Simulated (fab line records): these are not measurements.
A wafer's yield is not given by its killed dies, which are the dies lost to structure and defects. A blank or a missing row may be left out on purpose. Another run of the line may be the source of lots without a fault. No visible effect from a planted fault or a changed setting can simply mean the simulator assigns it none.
Problem report in the 8D (eight disciplines) form, filled by code / flow berkeley-cmos170 / the parts of the form that need people (team, actions taken, sign-off) are left out

## 1. WHAT IS WRONG
Wafers without a fault read 2999.9 rpm, standard deviation 1.9; spin-speed-rpm at UCB170_M3_COAT_09 reads a mean of 3204.1 rpm on 6 wafers belonging to 2 lots. That is +99 or more standard deviations from the usual mean.
Earliest sighting: wafer L715.1 on litho-track-02 at day 11 07:29. Wafers with a number at this step in the record: 42, from 14 lots. Rule for "out" (also "out of limits"): further than 4 standard deviations from the usual mean. Any other wafer with a number is counted as sound.

## 2. WHAT IT IS AND WHAT IT IS NOT
question=which readings at this step | is=spin-speed-rpm | is not=-
question=which lots | is=L715, L717 | is not=L701, L702, L703, L706, L707, L708, L709, L710, L711, L712, L713, L721
question=which wafers of those lots | is=all that have a number | is not=-
question=read on which tools | is=litho-track-02 | is not=litho-track-01, litho-track-04
question=when | is=from day 11 07:29 | is not=up to then (33 sound wafers); but 3 sound wafers of L721 came after

## 3. WHAT RULES OUT EACH SUSPECT
Counting: a tool stays on the suspect list if, at a process step up to the reading, it processed all lots that are out and no sound lot following the first of them.
- litho-track-02 at UCB170_M3_COAT_09: kept. It processed each lot that is out, first L715 at day 11 07:29, and no sound lot thereafter; up to then, the last sound lot it processed was L712 at day 10 12:38. On those wafers its own readings are out: spin-speed-rpm.
After counting, what remains is litho-track-02 at UCB170_M3_COAT_09.

## 4. THE CAUSE (what the simulator had put in)
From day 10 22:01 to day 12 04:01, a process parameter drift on litho-track-02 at UCB170_M3_COAT_09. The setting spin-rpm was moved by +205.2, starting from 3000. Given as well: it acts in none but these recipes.
This tool alone remained once counting was done.

## 5. SEQUENCE OF EFFECTS, ordered by route
Each row: a reading whose mean over the struck wafers that have a number lies more than 3 standard deviations from the usual. Readings are gone through only where the record gives a usual standard deviation; hours: the median, over the lots, of the time from a lot's start at the first step in this table giving one to that lot's start at this step; sigmas: the change measured in usual standard deviations.
hours=0; step=UCB170_M3_COAT_09; reading=spin-speed-rpm; usual=2999.9 rpm; on struck wafers=3204.1; change=+204.2; sigmas=+99 or more
The process steps in it:
- UCB170_M3_COAT_09

## 6. WHAT WOULD HAVE CAUGHT IT SOONER
The fault began at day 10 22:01; the first out-of-limits reading in this record came at day 11 07:29, 9 hours later.
